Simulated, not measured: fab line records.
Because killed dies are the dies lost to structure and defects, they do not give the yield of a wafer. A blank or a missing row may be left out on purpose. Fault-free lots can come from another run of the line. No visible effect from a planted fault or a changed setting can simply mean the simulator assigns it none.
fab line records ; flow rit_cmos
[record] lots = 4; wafers = 12; last_day = 6
route steps=202 shown SDANNEAL@156 SILICIDE@161 CONTACT@168 M1@184
lots untouched by any fault: they come from a run of this same line in which no faults occurred
start_h: start of the lot's first displayed wafer, in hours after the record's first day ; wait_h: hours since the lot's step before ; " as in the row above ; L1.1+2: a single row standing in for several wafers ; - no value present, or no start provided ; * or withheld: withheld ; < > ~ a bound
route shown NAME@n: names a module that has steps shown in the file, with the first one's number in the route ; usual: the fault-free wafers' mean and standard deviation ; same: alike in all rows ; chamber/n: place in a boat ; sites: per-site readings ; _std_site: standard deviation of those values ; _edge_site: inner sites' mean taken away from outer sites' mean ; radius_mm: how far each site lies from the wafer's centre ; mask NAME#n: copy n ; behind: the tool/chamber that last shaped the wafer ; hold: what put the lot on hold/how long, in hours/how the hold closed ; device: which transistor (n, p or np) failed to switch ; end of line: tests of these same wafers at the route's end ; where a step has no rows: the recipe by itself ; killed: the dies lost at the first sort to structure and to defects; this is not the yield of the wafer ; map: a wafer's dies, x killed, . not, _ none there
set.NAME: setting as actually run; set.NAME@STEP: the setting as run at that earlier step ; model.NAME: the simulator's own value behind a step, which no gauge read
certain route steps with their lots: each step a table, each wafer a row
services: the hour from which a tool's chamber was out of use, counted from the record's first day as start_h (under 0 if before that day), plus the number of hours and why
[[steps]]
[step RIT_SDANNEAL_RTA_03]
[recipe] temp_c = 1050; time_s = 5; idle_temp_c = 600; ramp_up_c_per_s = 342; ramp_down_c_per_s = 171; cool_to_c = 600; ambient = N2
[step RIT_SILICIDE_WET_ETCH_00]
[recipe] chemistry = BOE; target = SiO2; target_depth_nm = 14; time_s = 15; dry = n2_spin; dilution = 10:1; temp_c = 21.5
[step RIT_SILICIDE_SPUTTER_01]
[recipe] material = Ti; target_thk_nm = 30; power_w = 350; chamber_pressure_pa = 0.667; gas = Ar; time_s = 240; substrate_temp_c = 25
[step RIT_SILICIDE_RTA_04]
[recipe] temp_c = 650; time_s = 10; idle_temp_c = 25; ramp_up_s = 5; ramp_down_s = 5; cool_to_c = 25; ambient = N2
[step RIT_SILICIDE_WET_ETCH_05]
[recipe] chemistry = SPM; target = Ti; temp_c = 90; time_s = 120; dry = n2_spin
[step RIT_SILICIDE_RTA_06]
[recipe] temp_c = 750; time_s = 10; idle_temp_c = 25; ramp_up_s = 5; ramp_down_s = 10; cool_to_c = 25; ambient = N2
[step RIT_CONTACT_CVD_00]
[recipe] material = SiO2; target_thk_nm = 400; precursor = TEOS; temp_c = 390; time_s = 61; rf_w = 400
[usual] heater_power_w = 292/70; run_length_s = 89.0/0.45
lot.wafer;tool;chamber;start_h;wait_h;heater_power_w;run_length_s;since_wet_clean_h;model.SiO2_of_CONTACT_CVD_00.thk_nm
L926.2;pecvd-03;1;61.50;0.0;288;89.3;212;391.9
L926.4;pecvd-03;0;61.50;0.0;267;89.7;-;400.4
L926.6;pecvd-03;2;61.50;0.0;249;88.7;-;400.2
L935.1;pecvd-03;0;105.83;0.1;241;90.0;257;405.5
L935.2;pecvd-03;1;105.83;0.1;248;89.3;257;398.6
L935.3;pecvd-03;2;105.83;0.1;264;69.5;257;276.9
L938.1;pecvd-03;0;121.11;0.1;229;89.8;272;400.2
L938.2;pecvd-03;2;121.11;0.1;240;69.9;272;272.3
L938.6;pecvd-03;0;121.11;0.1;256;89.7;-;403.9
L943.1;pecvd-04;1;147.16;0.1;242;88.7;702;389.5
L943.2;pecvd-04;2;147.16;0.1;505;89.1;702;391.5
L943.4;pecvd-04;2;147.16;0.1;502;88.6;-;397.8
[step RIT_CONTACT_THK_MEAS_01]
[recipe] reads = SiO2_of_CONTACT_CVD_00
[usual] CONTACT_TEOS_THK = 398/5.8
lot.wafer;tool;chamber;start_h;wait_h;CONTACT_TEOS_THK[nm]
L926.2;film_metro-04;-;61.56;0.0;392
L926.4;film_metro-04;-;61.56;0.0;401
L926.6;film_metro-04;-;61.56;0.0;400
L935.1;film_metro-01;-;105.88;0.0;406
L935.2;film_metro-01;-;105.88;0.0;399
L935.3;film_metro-01;-;105.88;0.0;277
L938.1;film_metro-02;-;121.18;0.1;401
L938.2;film_metro-02;-;121.18;0.1;272
L938.6;film_metro-02;-;121.18;0.1;404
L943.1;film_metro-04;-;147.21;0.0;389
L943.2;film_metro-04;-;147.21;0.0;392
L943.4;film_metro-04;-;147.21;0.0;398
[step RIT_CONTACT_HMDS_02]
[recipe] prime_time_s = 60; prime_temp_c = 140
[step RIT_CONTACT_COAT_03]
[recipe] resist = NOVOLAK; spin_rpm = 3250; resist_thk_nm = 1000
[step RIT_CONTACT_SOFTBAKE_04]
[recipe] resist = NOVOLAK; temp_c = 90; time_s = 60
[step RIT_CONTACT_EXPOSE_05]
[recipe] mask_id = M11; na = 0.6; source_shape = conventional; sigma_outer = 0.5; target_cd_nm = 1000; dose_mj = 250
[step RIT_CONTACT_PEB_06]
[recipe] resist = NOVOLAK; temp_c = withheld; time_s = withheld
[step RIT_CONTACT_DEVELOP_07]
[recipe] resist = NOVOLAK; develop_time_s = 120; dev_temp_c = 23
[step RIT_CONTACT_HARDBAKE_10]
[recipe] resist = NOVOLAK; temp_c = 140; time_s = 60
[step RIT_CONTACT_ETCH_11]
[recipe] target_depth_a = 4800; over_etch_frac = 0.2; stop_on = TiSi2; chemistry = CHF3/CF4/Ar; target = SiO2; CHF3_flow_sccm = 50; cf4_flow_sccm = 10; Ar_flow_sccm = 100; O2_flow_sccm = 5; pressure_mtorr = 100; rf_w = 200; time_s = 320
[usual] O2_flow_sccm = 4.999/0.015; drypump_motor_current_A = 5.8/0.32; oes_product_au = 0.990/0.012; throttle_valve_pct = 8.90/0.12
lot.wafer;tool;chamber;start_h;wait_h;O2_flow_sccm;drypump_motor_current_A;oes_product_au;rf_hours_counter_h;throttle_valve_pct;model.CONTACT.feature_depth_nm;model.etch.depth_nm
L926.2;rie_diel-01;2;63.01;0.1;4.968;5.7;1.006;96;8.87;391.9;391.9
L926.4;rie_diel-01;3;63.01;0.1;4.986;5.7;0.967;131;8.70;400.4;400.4
L926.6;rie_diel-01;1;63.01;0.1;5.029;5.3;0.987;-;8.94;400.2;400.2
L935.1;rie_diel-04;1;107.38;0.1;4.971;5.5;0.992;34;8.85;405.5;405.5
L935.2;rie_diel-04;0;107.38;0.1;5.032;5.7;0.973;131;8.69;398.6;398.6
L935.3;rie_diel-04;3;107.38;0.1;4.994;6.0;0.975;4;8.83;276.9;276.9
L938.1;rie_diel-01;3;122.52;0.1;5.005;5.8;0.968;132;8.70;400.2;400.2
L938.2;rie_diel-01;1;122.52;0.1;4.995;5.3;0.965;148;8.92;272.3;272.3
L938.6;rie_diel-01;1;122.52;0.1;5.004;5.3;0.989;-;8.94;403.9;403.9
L943.1;rie_diel-01;2;148.67;0.1;4.992;5.7;1.009;98;8.87;389.5;389.5
L943.2;rie_diel-01;3;148.67;0.1;4.977;5.8;0.977;133;8.70;391.5;391.5
L943.4;rie_diel-01;0;148.67;0.1;5.010;5.4;0.980;76;8.87;397.8;397.8
[step RIT_CONTACT_STRIP_12]
[recipe] chemistry = O2; time_s = 180; resist = NOVOLAK; platen_temp_c = withheld; power_w = 500; pressure_mtorr = 4000; o2_flow_sccm = 4000
[step RIT_CONTACT_CLEAN_13]
[recipe] chemistry = SC1; mix = 3:3:50; time_s = 600; temp_c = 75
[step RIT_CONTACT_CLEAN_14]
[recipe] chemistry = SC2; mix = 3:3:50; time_s = 600; temp_c = 75; dry = n2_spin
[step RIT_M1_SPUTTER_00]
[recipe] material = Al; target_thk_nm = 400; power_w = 2000; chamber_pressure_pa = 0.4; gas = Ar; time_s = 500; substrate_temp_c = 25
[step RIT_M1_HMDS_03]
[recipe] prime_time_s = 60; prime_temp_c = 140
[step RIT_M1_COAT_04]
[recipe] resist = NOVOLAK; spin_rpm = 2000; resist_thk_nm = 1300
[step RIT_M1_SOFTBAKE_05]
[recipe] resist = NOVOLAK; temp_c = 90; time_s = 60
[step RIT_M1_EXPOSE_06]
[recipe] mask_id = M12; na = 0.6; source_shape = conventional; sigma_outer = 0.5; target_cd_nm = 2600; dose_mj = 250
[step RIT_M1_PEB_07]
[recipe] resist = NOVOLAK; temp_c = withheld; time_s = withheld
[step RIT_M1_DEVELOP_08]
[recipe] resist = NOVOLAK; develop_time_s = 68; dev_temp_c = 23
[step RIT_M1_HARDBAKE_11]
[recipe] resist = NOVOLAK; temp_c = 140; time_s = 120
[step RIT_M1_METAL_ETCH_12]
[recipe] stop_on = SiO2; chemistry = Cl2/BCl3; target = Al; time_s = 165; over_etch_frac = 0.5; pressure_mtorr = 100; target_depth_a = 6000; rf_w = 250; Cl2_flow_sccm = 60; bcl3_flow_sccm = 50
[usual] drypump_motor_current_A = 5.6/0.51; oes_product_au = 0.773/0.011; throttle_valve_pct = 8.34/0.18
lot.wafer;tool;chamber;start_h;wait_h;drypump_motor_current_A;oes_product_au;rf_hours_counter_h;throttle_valve_pct;model.SiO2_of_CONTACT_CVD_00.thk_nm
L926.2;rie_metal-01;1;65.91;0.2;5.4;0.770;2;8.44;356.1
L926.4;rie_metal-01;0;65.91;0.2;6.0;0.776;-;8.49;363.2
L926.6;rie_metal-01;0;65.91;0.2;6.0;0.778;-;8.48;362.9
L935.1;rie_metal-01;1;110.01;0.2;5.4;0.764;3;8.45;370
L935.2;rie_metal-01;0;110.01;0.2;6.0;0.765;3;8.48;361.6
L935.3;rie_metal-01;1;110.01;0.2;5.4;0.769;-;8.45;241.2
L938.1;rie_metal-01;0;125.29;0.2;6.0;0.766;3;8.49;363.1
L938.2;rie_metal-01;0;125.29;0.2;6.0;0.767;-;8.49;235.4
L938.6;rie_metal-01;0;125.29;0.2;6.0;0.763;-;8.47;366.8
L943.1;rie_metal-01;0;151.63;0.2;6.0;0.771;4;8.48;352.5
L943.2;rie_metal-01;0;151.63;0.2;6.0;0.778;-;8.48;354.8
L943.4;rie_metal-01;0;151.63;0.2;6.0;0.766;-;8.47;360.7
[step RIT_M1_STRIP_13]
[recipe] chemistry = nmp; resist = NOVOLAK; temp_c = 80; time_s = 600; dry = n2_spin
[step RIT_M1_PROBE_99]
[usual] killed_at_front_end = 7.1/3; killed_dies = 7.3/3; killed_open = 3.6/2; killed_short = 3.5/1.9
[same] gross_dies = 264; killed_at_M0_to_M3 = 0; killed_at_M4_up = 0; killed_at_back_side = 0; killed_at_contacts = 0; killed_at_other = 0
lot.wafer;tool;chamber;start_h;wait_h;killed_at_front_end;killed_dies;killed_open;killed_short;model.etest.field_p_metal.vt_v;model.etest.nmos_0p15.junction_log10_a_um;model.etest.nmos_narrow.off_log10_a_um;model.etest.nmos_0p3.off_log10_a_um;model.etest.gate_end_array.leak_log10_a_um;model.etest.contact_diode_array.leak_log10_a;model.etest.pmos_0p15.junction_log10_a_um;model.etest.pmos_0p3.off_log10_a_um
L926.2;prober-01;-;68.22;0.1;13;13;10;3;-29.63;-13.46;-13.29;-13.12;-12.83;-9.47;-13.85;-12.98
L926.4;prober-01;-;68.32;0.2;8;8;4;4;-29.79;-13.54;-13.28;-13.11;-12.8;-9.683;-13.81;-12.94
L926.6;prober-01;-;68.42;0.2;9;9;7;2;-29.73;-13.74;-13.34;-13.17;-12.95;-9.54;-13.84;-12.87
L935.1;prober-02;-;112.54;0.1;8;8;3;5;-29.57;-13.42;-13.26;-13.18;-12.98;-9.4;-13.8;-13.06
L935.2;prober-02;-;112.59;0.1;6;6;3;3;-29.15;-13.69;-13.29;-13.42;-13.29;-9.555;-13.94;-12.89
L935.3;prober-02;-;112.64;0.2;8;8;4;4;-23.02;-12.25;-12.23;-12.23;-12;-8.772;-13.1;-12.85
L938.1;prober-01;-;128.67;0.1;7;7;4;3;-29.72;-13.5;-13.12;-13.06;-12.83;-9.683;-13.78;-12.77
L938.2;prober-01;-;128.72;0.1;9;9;5;4;-22.72;-12.22;-12.19;-12.17;-11.96;-8.788;-13.13;-12.77
L938.6;prober-01;-;128.92;0.2;8;8;3;5;-29.67;-13.52;-13.27;-13.05;-12.77;-9.319;-13.72;-13.1
L943.1;prober-02;-;154.06;0.1;6;6;4;2;-28.66;-13.6;-13.15;-13.01;-12.91;-9.439;-13.88;-13
L943.2;prober-02;-;154.11;0.1;8;8;3;5;-27.99;-13.56;-13.2;-12.96;-12.88;-9.41;-13.81;-12.98
L943.4;prober-02;-;154.21;0.2;7;7;3;4;-29.64;-13.59;-13.23;-13.02;-12.86;-9.483;-13.79;-12.94
// killed by level:class
L926.2 GATE:geometric_particle:open=5 SPACER:geometric_particle:open=4 FOX2:geometric_particle:open=1 FOX2:geometric_particle:short=1 GATE:geometric_particle:short=1 SPACER:geometric_particle:short=1
L926.4 GATE:geometric_particle:short=2 SILICIDE:geometric_particle:open=2 FOX1:geometric_particle:short=1 REOX:geometric_particle:open=1 SPACER:geometric_particle:open=1 SPACER:geometric_particle:short=1
L926.6 GATE:geometric_particle:open=4 SPACER:geometric_particle:open=3 GATE:geometric_particle:short=2
L935.1 SILICIDE:geometric_particle:open=2 GATE:geometric_particle:short=2 REOX:geometric_particle:short=2 GATE:geometric_particle:open=1 SPACER:geometric_particle:short=1
L935.2 GATE:geometric_particle:open=2 SILICIDE:geometric_particle:short=2 GATE:geometric_particle:short=1 SILICIDE:geometric_particle:open=1
L935.3 GATE:geometric_particle:short=2 GATE:geometric_particle:open=2 FOX1:geometric_particle:open=1 FOX2:geometric_particle:open=1 REOX:geometric_particle:short=1 SILICIDE:geometric_particle:short=1
L938.1 SPACER:geometric_particle:short=2 FOX1:geometric_particle:open=1 GATE:geometric_particle:short=1 GATE:geometric_particle:open=1 REOX:geometric_particle:open=1 SPACER:geometric_particle:open=1
L938.2 SPACER:geometric_particle:short=3 FOX2:geometric_particle:open=2 FOX1:geometric_particle:open=1 GATE:geometric_particle:short=1 REOX:geometric_particle:open=1 SPACER:geometric_particle:open=1
L938.6 SPACER:geometric_particle:open=3 SPACER:geometric_particle:short=2 FOX1:geometric_particle:short=1 FOX2:geometric_particle:short=1 GATE:geometric_particle:short=1
L943.1 GATE:geometric_particle:open=3 GATE:geometric_particle:short=1 SPACER:geometric_particle:short=1 SPACER:geometric_particle:open=1
L943.2 GATE:geometric_particle:short=4 GATE:geometric_particle:open=2 FOX1:geometric_particle:short=1 FOX1:geometric_particle:open=1
L943.4 GATE:geometric_particle:short=3 GATE:geometric_particle:open=1 REOX:geometric_particle:open=1 SPACER:geometric_particle:short=1 SILICIDE:geometric_particle:open=1
[[services]]
tool;chamber;start_h;hours;kind
rie_diel-01;3;45.19;7.3;repair
rie_diel-04;-;48.42;15.2;repair
rie_diel-01;2;58.00;3.0;repair
rie_diel-04;0;83.70;4.1;repair
rie_diel-04;2;104.53;-;clean
rie_diel-04;2;104.53;24.1;scheduled_down
rie_diel-04;2;104.53;24.1;vent_cycle
pecvd-03;1;118.79;34.4;repair
rie_metal-01;1;124.26;29.4;repair
pecvd-03;0;150.90;11.9;repair
[[key]]
[first_sign] step = RIT_CONTACT_CVD_00; reading = run_length_s; direction = down; sigmas = 43; usual = *; struck = *
[effect] step = RIT_CONTACT_THK_MEAS_01; reading = CONTACT_TEOS_THK; direction = down; sigmas = 21; usual = 398; struck = 275
[model_effect] step = RIT_CONTACT_CVD_00; value = SiO2_of_CONTACT_CVD_00.thk_nm; without = 398.9; struck = 274.6
[model_effect] step = RIT_CONTACT_ETCH_11; value = CONTACT.feature_depth_nm; without = 398.9; struck = 274.6
[model_effect] step = RIT_M1_METAL_ETCH_12; value = SiO2_of_CONTACT_CVD_00.thk_nm; without = 362.7; struck = 238.3
[model_effect] step = RIT_M1_PROBE_99; value = etest.field_p_metal.vt_v; without = -29.11; struck = -22.87
met_at RIT_CONTACT_CVD_00
struck_wafers L935.3,L938.2
tester_left_out L935,L938
onset_between 61.50 105.83
[fault] kind = process_parameter_drift; tool = pecvd-03; chamber = 2; onset_h = 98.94; steps = RIT_CONTACT_CVD_00; channel = time_s; offset = *; shape = step; end_h = 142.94; stated = *
// tester_left_out: of these lots the tester's yield and bins aren't shown, on N5 and GAA mostly nor the transistor test; their killed dies are dies lost to structure and defects alone, not to doping, threshold or leakage, so they don't give the yield
